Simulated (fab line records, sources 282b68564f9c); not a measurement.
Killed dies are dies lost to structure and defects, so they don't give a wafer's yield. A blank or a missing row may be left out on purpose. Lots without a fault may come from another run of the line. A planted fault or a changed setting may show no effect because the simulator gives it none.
Chamber matching | flow rit_cmos | RIT_GATE_ETCH_19 on rie_si-01: 4 sister chambers
The step etches poly-Si in SF6/CHF3/O2, stops on SiO2, time 165 s, target depth 312.5 nm. 7 wafers are shown with their chamber, then 7 later ones without.

WAFERS WITH THEIR CHAMBER
wafer  | chamber | drypump_motor_current_A (A) | throttle_valve_pct (%)
L969.6 | 0       | 4.9                         | 10.24
L971.1 | 0       | 4.9                         | 10.25
L974.1 | 3       | 6.0                         | 10.36
L974.4 | 2       | 6.1                         | 10.22
L974.6 | 2       | 6.1                         | 10.22
L975.2 | 3       | 5.9                         | 10.36
L975.4 | 1       | 5.5                         | 10.03

WAFERS WITHOUT THEIR CHAMBER
wafer  | drypump_motor_current_A (A) | throttle_valve_pct (%)
L975.5 | 6.0                         | 10.35
L977.3 | 6.1                         | 10.22
L977.5 | 5.9                         | 10.37
L977.6 | 4.9                         | 10.23
L979.2 | 5.5                         | 10.03
L979.5 | 4.9                         | 10.24
L979.6 | 6.0                         | 10.36

WHICH CHAMBER EACH WENT THROUGH
wafer  | from the rows above | in truth
L975.5 | 3                   | 3
L977.3 | 2                   | 2
L977.5 | 3                   | 3
L977.6 | 0                   | 0
L979.2 | 1                   | 1
L979.5 | 0                   | 0
L979.6 | 3                   | 3
Placed correctly: 7 of 7. Can't be placed from these rows: 0. Placed wrongly: 0.
How it was worked out, from the rows above alone: a wafer's distance from a chamber is the root of the sum, over the readings, of the square of ((its reading less the chamber's mean) divided by the reading's scatter). The wafer belongs to the nearest chamber; if the next one is less than 2 further off, it can't be placed. A chamber's mean is the mean of its shown wafers. The scatter: the root of (the sum of the squares of (reading less its chamber's mean) over the shown wafers, divided by (wafers less chambers)).
